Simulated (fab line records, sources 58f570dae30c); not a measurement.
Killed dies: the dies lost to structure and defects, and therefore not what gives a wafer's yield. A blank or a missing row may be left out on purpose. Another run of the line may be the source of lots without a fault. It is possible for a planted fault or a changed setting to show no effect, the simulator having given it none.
Matching of chambers || flow berkeley_cmos170 || UCB170_GATE_ETCH_15 on rie_si-02: 4 sister chambers
The step etches poly-Si in HBr/Cl2, stops on SiO2, time 56.3 s, target depth 278.2 nm. 14 wafers are shown with their chamber, then 7 later ones without.

WAFERS, EACH WITH ITS CHAMBER
{"wafer": "L973.2", "chamber": 1, "throttle_valve_pct (%)": 26.14, "drypump_motor_current_A (A)": 5.8, "oes_product_au (a.u.)": 0.831}
{"wafer": "L973.5", "chamber": 1, "throttle_valve_pct (%)": 26.14, "drypump_motor_current_A (A)": 5.8, "oes_product_au (a.u.)": 0.832}
{"wafer": "L973.6", "chamber": 0, "throttle_valve_pct (%)": 26.56, "drypump_motor_current_A (A)": 5.0, "oes_product_au (a.u.)": 0.835}
{"wafer": "L976.1", "chamber": 2, "throttle_valve_pct (%)": 26.83, "drypump_motor_current_A (A)": 5.3, "oes_product_au (a.u.)": 0.817}
{"wafer": "L976.3", "chamber": 1, "throttle_valve_pct (%)": 26.14, "drypump_motor_current_A (A)": 5.8, "oes_product_au (a.u.)": 0.833}
{"wafer": "L976.4", "chamber": 3, "throttle_valve_pct (%)": 25.94, "drypump_motor_current_A (A)": 5.4, "oes_product_au (a.u.)": 0.836}
{"wafer": "L980.2", "chamber": 3, "throttle_valve_pct (%)": 25.94, "drypump_motor_current_A (A)": 5.4, "oes_product_au (a.u.)": 0.850}
{"wafer": "L980.3", "chamber": 0, "throttle_valve_pct (%)": 26.57, "drypump_motor_current_A (A)": 4.9, "oes_product_au (a.u.)": 0.852}
{"wafer": "L980.5", "chamber": 1, "throttle_valve_pct (%)": 26.13, "drypump_motor_current_A (A)": 5.8, "oes_product_au (a.u.)": 0.838}
{"wafer": "L978.2", "chamber": 2, "throttle_valve_pct (%)": 26.83, "drypump_motor_current_A (A)": 5.3, "oes_product_au (a.u.)": 0.837}
{"wafer": "L978.3", "chamber": 3, "throttle_valve_pct (%)": 25.94, "drypump_motor_current_A (A)": 5.4, "oes_product_au (a.u.)": 0.861}
{"wafer": "L978.4", "chamber": 0, "throttle_valve_pct (%)": 26.56, "drypump_motor_current_A (A)": 4.9, "oes_product_au (a.u.)": 0.851}
{"wafer": "L994.1", "chamber": 1, "throttle_valve_pct (%)": 26.14, "drypump_motor_current_A (A)": 5.8, "oes_product_au (a.u.)": 0.842}
{"wafer": "L994.2", "chamber": 0, "throttle_valve_pct (%)": 26.58, "drypump_motor_current_A (A)": 5.0, "oes_product_au (a.u.)": 0.858}

SIGNATURES (averages over the wafers above)
{"reading": "throttle_valve_pct", "chamber 0": 26.5675, "chamber 1": 26.1380, "chamber 2": 26.8300, "chamber 3": 25.9400, "scatter within a chamber": 0.00596}
{"reading": "drypump_motor_current_A", "chamber 0": 4.950, "chamber 1": 5.800, "chamber 2": 5.300, "chamber 3": 5.400, "scatter within a chamber": 0.0316}
{"reading": "oes_product_au", "chamber 0": 0.84900, "chamber 1": 0.83520, "chamber 2": 0.82700, "chamber 3": 0.84900, "scatter within a chamber": 0.00944}
Rule: distance of a wafer from a chamber = root of the sum over the readings of ((wafer's reading minus chamber's mean) / reading's scatter) squared. The wafer belongs to the nearest chamber; if the next one is less than 2 further off, it can't be placed. The scatter is the square root of a quotient: the sum, over the shown wafers, of each reading's squared deviation from its chamber's mean, divided by wafers minus chambers.

WAFERS WITHOUT THEIR CHAMBER
{"wafer": "L994.5", "throttle_valve_pct (%)": 26.54, "drypump_motor_current_A (A)": 5.0, "oes_product_au (a.u.)": 0.859}
{"wafer": "L993.3", "throttle_valve_pct (%)": 26.81, "drypump_motor_current_A (A)": 5.4, "oes_product_au (a.u.)": 0.826}
{"wafer": "L993.4", "throttle_valve_pct (%)": 26.56, "drypump_motor_current_A (A)": 5.0, "oes_product_au (a.u.)": 0.853}
{"wafer": "L993.6", "throttle_valve_pct (%)": 26.56, "drypump_motor_current_A (A)": 5.0, "oes_product_au (a.u.)": 0.862}
{"wafer": "L995.2", "throttle_valve_pct (%)": 25.92, "drypump_motor_current_A (A)": 5.5, "oes_product_au (a.u.)": 0.838}
{"wafer": "L995.4", "throttle_valve_pct (%)": 26.15, "drypump_motor_current_A (A)": 5.8, "oes_product_au (a.u.)": 0.832}
{"wafer": "L995.6", "throttle_valve_pct (%)": 26.15, "drypump_motor_current_A (A)": 5.8, "oes_product_au (a.u.)": 0.845}

CHAMBER TAKEN BY EACH
{"wafer": "L994.5", "from the rows above": 0, "in truth": 0}
{"wafer": "L993.3", "from the rows above": 2, "in truth": 2}
{"wafer": "L993.4", "from the rows above": 0, "in truth": 0}
{"wafer": "L993.6", "from the rows above": 0, "in truth": 0}
{"wafer": "L995.2", "from the rows above": 3, "in truth": 3}
{"wafer": "L995.4", "from the rows above": 1, "in truth": 1}
{"wafer": "L995.6", "from the rows above": 1, "in truth": 1}
Correctly placed: 7 of 7. Not placeable from these rows: 0. Wrongly placed: 0.
